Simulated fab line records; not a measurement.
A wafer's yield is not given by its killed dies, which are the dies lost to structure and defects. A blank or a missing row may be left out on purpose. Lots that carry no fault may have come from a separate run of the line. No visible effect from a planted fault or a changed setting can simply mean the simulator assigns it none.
Which tool did it? | flow berkeleyCmos170 | 14 lots with 42 wafers sampled at 6 steps, on a route of 331 steps

## WHAT EACH GAUGE READ, for each wafer
UCB170_NSD_CD_MEAS_06: target cd 1200 nm.
lot  | measured     | on       | cdNm (nm)
L377 | day 6 22:55  | cdSem-02 | 1197.9 1196.9 1197.3
L379 | day 7 08:42  | cdSem-02 | 1200.0 1199.7 1200.4
L381 | day 7 19:38  | cdSem-02 | 1200.9 1201.1 1200.3
L382 | day 7 20:02  | cdSem-02 | 1200.8 1200.3 1200.2
L383 | day 8 04:40  | cdSem-02 | 1198.9 1199.5 1198.3
L386 | day 8 11:17  | cdSem-01 | 1200.2 1200.6 1199.6
L385 | day 8 11:29  | cdSem-02 | 1198.8 1201.1 1202.8
L387 | day 9 02:37  | cdSem-02 | 1201.2 1201.0 1200.8
L388 | day 9 02:48  | cdSem-02 | 1201.0 1201.8 1201.5
L394 | day 10 10:29 | cdSem-02 | 1200.0 1199.5 1198.3
L395 | day 10 10:35 | cdSem-01 | 1199.2 1200.6 1199.2
L396 | day 10 10:50 | cdSem-02 | 1202.6 1201.1 1201.1
L398 | day 11 04:29 | cdSem-02 | 1199.7 1199.5 1198.7
L400 | day 11 08:35 | cdSem-01 | 1199.9 1200.6 1199.0

UCB170_V1_BOW_MEAS_03.
lot  | measured     | on           | V1_BOW (um)
L377 | day 7 13:22  | filmMetro-01 | 19 18 20
L379 | day 7 22:49  | filmMetro-03 | 11 20 18
L381 | day 8 09:33  | filmMetro-04 | 23 16 17
L382 | day 8 09:40  | filmMetro-03 | 23 13 26
L383 | day 8 22:25  | filmMetro-01 | 14 37 19
L386 | day 9 02:28  | filmMetro-04 | 16 16 11
L385 | day 9 06:15  | filmMetro-04 | 41 32 37
L387 | day 9 15:23  | filmMetro-03 | 35 30 37
L388 | day 9 19:38  | filmMetro-01 | 26 17 11
L394 | day 11 00:38 | filmMetro-01 | 23 15 13
L395 | day 11 00:59 | filmMetro-03 | 21 22 11
L396 | day 11 04:25 | filmMetro-01 | 22 16 13
L398 | day 11 20:04 | filmMetro-04 | 10 23 16
L400 | day 11 23:59 | filmMetro-01 | 18 16 23

UCB170_V1_THK_MEAS_04.
lot  | measured     | on           | V1_POLISHED_THK (nm)
L377 | day 7 13:29  | filmMetro-01 | 998.5 999.9 1001.3
L379 | day 7 22:56  | filmMetro-03 | 999.8 998.6 998.4
L381 | day 8 09:40  | filmMetro-04 | 1001.2 999.1 998.6
L382 | day 8 09:46  | filmMetro-03 | 999.5 998.7 998.0
L383 | day 8 22:31  | filmMetro-01 | 998.1 1001.1 996.8
L386 | day 9 02:35  | filmMetro-04 | 997.7 999.5 999.6
L385 | day 9 06:22  | filmMetro-04 | 1980.0 2039.8 2040.3
L387 | day 9 15:31  | filmMetro-03 | 1963.7 1987.9 2020.0
L388 | day 9 19:46  | filmMetro-01 | 998.7 998.1 998.5
L394 | day 11 00:45 | filmMetro-01 | 1000.9 997.2 998.3
L395 | day 11 01:05 | filmMetro-03 | 999.0 1000.9 999.3
L396 | day 11 04:31 | filmMetro-01 | 999.2 1000.2 998.7
L398 | day 11 20:10 | filmMetro-04 | 999.6 998.9 998.9
L400 | day 12 00:06 | filmMetro-01 | 997.4 998.0 998.5

## WHAT TOOL EACH LOT RAN ON (gives the tool, then ch and the chambers of the sampled wafers, and finally the start)
lot  | UCB170_NSD_STRIP_09                 | UCB170_SDANNEAL_RTA_01          | UCB170_V1_CMP_02
L377 | plasmaAsher-04 ch 0,1, day 6 23:13  | rtpAnneal-02 ch 0, day 7 01:07  | cmp-02 ch 0,1,2, day 7 13:06
L379 | plasmaAsher-02 ch 0,1, day 7 08:59  | rtpAnneal-01 ch 0, day 7 10:07  | cmp-01 ch 0,1, day 7 22:30
L381 | plasmaAsher-04 ch 0,1, day 7 19:56  | rtpAnneal-01 ch 0, day 7 21:10  | cmp-02 ch 0,2,3, day 8 09:21
L382 | plasmaAsher-03 ch 0,1, day 7 20:22  | rtpAnneal-02 ch 0, day 7 21:28  | cmp-01 ch 0,3, day 8 09:20
L383 | plasmaAsher-04 ch 0,1, day 8 04:58  | rtpAnneal-01 ch 0, day 8 06:04  | cmp-02 ch 2,3, day 8 22:08
L386 | plasmaAsher-02 ch 0,1, day 8 11:36  | rtpAnneal-01 ch 0, day 8 12:51  | cmp-01 ch 0,1,2, day 9 02:10
L385 | plasmaAsher-04 ch 0,1, day 8 11:47  | rtpAnneal-02 ch 0, day 8 13:28  | cmp-02 ch 2,3, day 9 05:59
L387 | plasmaAsher-03 ch 0,1, day 9 02:55  | rtpAnneal-01 ch 0, day 9 04:08  | cmp-01 ch 0,1,3, day 9 15:05
L388 | plasmaAsher-02 ch 0,1, day 9 03:07  | rtpAnneal-02 ch 0, day 9 04:22  | cmp-02 ch 0,2, day 9 19:20
L394 | plasmaAsher-02 ch 0,1, day 10 10:47 | rtpAnneal-01 ch 0, day 10 12:09 | cmp-02 ch 0,1, day 11 00:20
L395 | plasmaAsher-04 ch 0,1, day 10 10:52 | rtpAnneal-02 ch 0, day 10 12:25 | cmp-01 ch 0,1,3, day 11 00:47
L396 | plasmaAsher-03 ch 0,1, day 10 11:08 | rtpAnneal-01 ch 0, day 10 12:37 | cmp-02 ch 2,3, day 11 04:04
L398 | plasmaAsher-02 ch 0,1, day 11 04:47 | rtpAnneal-02 ch 0, day 11 07:01 | cmp-01 ch 1,2,3, day 11 19:43
L400 | plasmaAsher-03 ch 0,1, day 11 08:52 | rtpAnneal-02 ch 0, day 11 10:15 | cmp-02 ch 0,1, day 11 23:40
- UCB170_NSD_STRIP_09: strips in O2.
- UCB170_SDANNEAL_RTA_01: time 5 s.
- UCB170_V1_CMP_02: polishes SiO2.

## AS READ BY THE TOOLS THEMSELVES (means over the sampled wafers that have a number; for cases with no such wafer, the mark the record gives instead)
UCB170_NSD_STRIP_09.
lot  | tool           | drypumpMotorCurrentA (A) | oesProductAu (a.u.) | stripTimeToEndpointS (s)
L377 | plasmaAsher-04 | 6.11                     | 0.534               | 35.53
L379 | plasmaAsher-02 | 6.08                     | 0.539               | 35.70
L381 | plasmaAsher-04 | 6.14                     | 0.536               | 35.62
L382 | plasmaAsher-03 | 5.77                     | 0.535               | 35.43
L383 | plasmaAsher-04 | 6.11                     | 0.539               | 35.62
L386 | plasmaAsher-02 | 6.08                     | 0.536               | 35.71
L385 | plasmaAsher-04 | 6.10                     | 0.534               | 35.69
L387 | plasmaAsher-03 | 5.91                     | 0.537               | 35.59
L388 | plasmaAsher-02 | 6.08                     | 0.539               | 35.56
L394 | plasmaAsher-02 | 5.92                     | 0.529               | 35.63
L395 | plasmaAsher-04 | 6.11                     | 0.533               | 35.61
L396 | plasmaAsher-03 | 5.75                     | 0.539               | 35.66
L398 | plasmaAsher-02 | 5.93                     | 0.535               | 35.60
L400 | plasmaAsher-03 | 5.91                     | 0.544               | 35.62

UCB170_SDANNEAL_RTA_01.
lot  | tool         | lampPowerPct (%) | wafer_temp_C_max
L377 | rtpAnneal-02 | 36.22            | 1055.7
L379 | rtpAnneal-01 | 36.43            | 1055.5
L381 | rtpAnneal-01 | 36.44            | 1057.0
L382 | rtpAnneal-02 | 36.26            | 1054.6
L383 | rtpAnneal-01 | 36.49            | 1057.2
L386 | rtpAnneal-01 | 36.43            | 1057.4
L385 | rtpAnneal-02 | 36.25            | 1056.1
L387 | rtpAnneal-01 | 36.43            | 1055.5
L388 | rtpAnneal-02 | 36.27            | 1056.2
L394 | rtpAnneal-01 | 36.44            | 1057.1
L395 | rtpAnneal-02 | 36.27            | 1055.1
L396 | rtpAnneal-01 | 36.42            | 1056.9
L398 | rtpAnneal-02 | 36.25            | 1055.0
L400 | rtpAnneal-02 | 36.28            | 1055.7

UCB170_V1_CMP_02.
lot  | tool   | edgeZonePressureFrac | headPressurePsi (psi) | motorCurrentA (A)
L377 | cmp-02 | 0.995                | 6.003                 | 15.7
L379 | cmp-01 | 1.004                | 5.996                 | 14.8
L381 | cmp-02 | 1.001                | 5.996                 | 16.7
L382 | cmp-01 | 1.001                | 5.991                 | 14.1
L383 | cmp-02 | 1.003                | 6.002                 | 18.0
L386 | cmp-01 | 1.004                | 6.008                 | 16.3
L385 | cmp-02 | -                    | -                     | -
L387 | cmp-01 | -                    | -                     | -
L388 | cmp-02 | 0.997                | 6.008                 | 14.6
L394 | cmp-02 | 1.005                | 6.009                 | 14.8
L395 | cmp-01 | 1.001                | 5.985                 | 14.8
L396 | cmp-02 | 1.001                | 6.016                 | 17.2
L398 | cmp-01 | 0.999                | 6.009                 | 16.4
L400 | cmp-02 | 1.002                | 5.994                 | 15.7

## THE ANSWER, worked out from the rows above alone
Rule: the usual values come from the lots themselves. Put in order of their means at a reading, lots are off if they are a third of the lots or fewer, leave a main group of 4 or more, and stand apart from it by a gap of 3 or more times the standard deviation of the main group's means; of several such gaps the widest counts. If all means in a main group match to the digits the tables above print for the reading, that group is not used. A lot without any number at a reading at which 4 lots or more have one is off too. Any other lot the step has rows for is counted as sound. First the gauges in route order, then the tools' own readings, where a lot's mean is used as printed above. At the first step where some lot is off, the reading lying furthest off is the one used; lots without a number count as furthest.
Off: L385, L387, at UCB170_V1_BOW_MEAS_03 (V1_BOW). The main group has a mean of 18 um with a standard deviation of 2.2.
If a tool, at a process step before that reading, ran all the lots that are off and no sound lot after the first of them, it fits. Not tried: the gauges at UCB170_V1_BOW_MEAS_03; whatever is off there is also off at UCB170_V1_CMP_02, on other tools, and gauge error can't account for it. Of those tried, none fits.

## WHAT THE SIMULATOR HAD INSERTED
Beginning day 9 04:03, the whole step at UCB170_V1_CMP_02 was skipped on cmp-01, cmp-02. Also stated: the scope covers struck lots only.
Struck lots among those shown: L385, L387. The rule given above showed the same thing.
